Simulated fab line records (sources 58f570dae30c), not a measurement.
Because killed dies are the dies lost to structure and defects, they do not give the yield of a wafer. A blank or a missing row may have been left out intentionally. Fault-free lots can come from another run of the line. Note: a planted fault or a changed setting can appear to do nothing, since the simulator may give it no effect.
Split-lot study -- flow berkeleyCmos170 -- 23 wafers read from 5 lots, route of 331 steps

## SPLIT DETAILS
At UCB170_GATE_OXIDATION_01 (target thk 6.6 nm, ox time 1800 s), the setting tempC was moved away from the recipe's 850 C on 15 of the 23 wafers read, by -2.0% to +2.5%. The other wafers ran this setting at the recipe's value.

There is no step in the file separating the split from the reading.

## THE READING
At UCB170_GATE_THK_MEAS_02: GATE_OXIDE_THK, given in nm. A value of 6.65 nm with a standard deviation of 0.18 nm is what fault-free wafers of this fab line usually give.

wafer,"tool, chamber at the split","tempC as run, C",against the recipe,"GATE_OXIDE_THK, nm",against lot-mates on the recipe
L079.2,"-, -",832.8,-2.0%,5.50,no lot-mate on the recipe
L079.3,"-, -",832.8,-2.0%,5.47,no lot-mate on the recipe
L079.4,"-, -",832.8,-2.0%,5.44,no lot-mate on the recipe
L079.5,"-, -",832.8,-2.0%,5.38,no lot-mate on the recipe
L079.6,"-, -",832.8,-2.0%,5.36,no lot-mate on the recipe
L081.1,"-, -",862.3,+1.4%,7.86,no lot-mate on the recipe
L081.2,"-, -",862.3,+1.4%,7.99,no lot-mate on the recipe
L081.3,"-, -",862.3,+1.4%,7.84,no lot-mate on the recipe
L081.4,"-, -",862.3,+1.4%,7.96,no lot-mate on the recipe
L081.6,"-, -",862.3,+1.4%,7.95,no lot-mate on the recipe
L083.1,"furnace-03, 0",850,recipe,6.39,-
L083.4,"furnace-03, 0",850,recipe,6.32,-
L083.5,"furnace-03, 0",850,recipe,6.34,-
L084.2,"-, -",871.4,+2.5%,8.33,no lot-mate on the recipe
L084.3,"-, -",871.4,+2.5%,8.54,no lot-mate on the recipe
L084.4,"-, -",871.4,+2.5%,8.55,no lot-mate on the recipe
L084.5,"-, -",871.4,+2.5%,8.53,no lot-mate on the recipe
L084.6,"-, -",871.4,+2.5%,8.44,no lot-mate on the recipe
L085.1,"-, -",850,recipe,6.39,-
L085.2,"-, -",850,recipe,6.28,-
L085.3,"-, -",850,recipe,6.43,-
L085.4,"-, -",850,recipe,6.30,-
L085.5,"-, -",850,recipe,6.33,-

THE FIT
A straight line over all 23 wafers: GATE_OXIDE_THK changes by +0.711 nm for each +1% of tempC; r = +0.98; the points scatter about the line by 0.25 nm.
Too few moved wafers with a lot-mate on the recipe to fit a line net of each lot's own level.

## THE WHOLE CHAIN: every reading that the file lists as answering this split, in the file's order
step,what it does,reading,change (the file's fit),r (the file's)
UCB170_GATE_OXIDATION_01,"target thk 6.6 nm, ox time 1800 s","SiO2_of_GATE_OXIDATION_01.thkNm (the simulator's own value, which no gauge read)",+0.715 nm for each +1% of the setting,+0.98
UCB170_GATE_THK_MEAS_02,,GATE_OXIDE_THK,+0.71 for each +1% of the setting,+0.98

## THE FILE'S OWN FIT
GATE_OXIDE_THK changes by +0.71 nm for each +1% of tempC, r = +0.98.
